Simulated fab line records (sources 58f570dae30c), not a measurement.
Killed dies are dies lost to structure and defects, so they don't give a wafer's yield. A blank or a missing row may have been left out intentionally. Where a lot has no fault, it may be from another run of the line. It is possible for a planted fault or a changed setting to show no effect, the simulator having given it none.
One fault seen from 2 desks    flow berkeley-cmos170    each desk holds nothing but its own numbers, with what lay behind them at the end

AT THE TOOL OWNER'S DESK: furnace-02
The tool's own readings at UCB170_WELLDRIVE_OXIDATION_01 (target thk 199 nm, ox time 9000 s): means of the sampled wafers that have a number, for each lot that ran on this tool. A lot is out of limits, marked OUT, if its mean lies more than 4 standard deviations from the usual mean; the brackets give that distance.
Columns: A = ox-temp-c at UCB170_WELLDRIVE_OXIDATION_01, usual 1099.9 C; B = ox-temp-c-max at UCB170_WELLDRIVE_OXIDATION_01, usual 1104.8
lot   first seen here  A       B
L633  day 3 15:46      1100.0  1104.1
L634  day 3 15:46      1099.9  1103.4
L638  day 4 09:28      1100.3  1104.2
L639  day 4 19:53      1099.7  1103.8
L648  day 6 15:47      1099.9  1103.5
L649  day 6 23:13      1100.0  1103.0
L651  day 7 17:50      1099.6  1103.1
This desk's verdict: no lot among the 7 shows anything out of limits.

METROLOGY DESK
Means of the sampled wafers that have a number, per lot and without regard to the tool the lot ran on: this is what the gauges read. A lot is out of limits, marked OUT, if its mean lies more than 4 standard deviations from the usual mean; the brackets give that distance.
Columns: A = START_OXIDE_THK at UCB170_START_THK_MEAS_03, usual 19.9 nm; B = NWELL_OXIDE_THK at UCB170_NWELL_THK_MEAS_02, usual 26.2 nm
lot   first seen here  A     B
L633  day 1 19:35      19.2  25.8
L634  day 1 23:55      20.1  25.9
L635  day 2 04:58      19.7  26.4
L636  day 2 10:14      19.7  26.8
L638  day 2 20:59      20.3  26.1
L639  day 3 01:21      19.8  26.8
L640  day 3 06:23      19.6  25.9
L643  day 3 21:55      20.0  26.0
L645  day 4 07:05      20.1  26.8
L646  day 4 13:20      19.7  26.0
L647  day 4 17:34      19.4  26.6
L648  day 4 21:56      19.5  26.1
L649  day 5 02:50      19.3  26.0
L651  day 5 13:23      20.4  26.7
This desk's verdict: no lot among the 14 shows anything out of limits.

BROUGHT TOGETHER
The desk of the tool owner found nothing out of limits.
At the metrology desk, nothing out of limits was observed.

WHAT THE SIMULATOR HAD INSERTED
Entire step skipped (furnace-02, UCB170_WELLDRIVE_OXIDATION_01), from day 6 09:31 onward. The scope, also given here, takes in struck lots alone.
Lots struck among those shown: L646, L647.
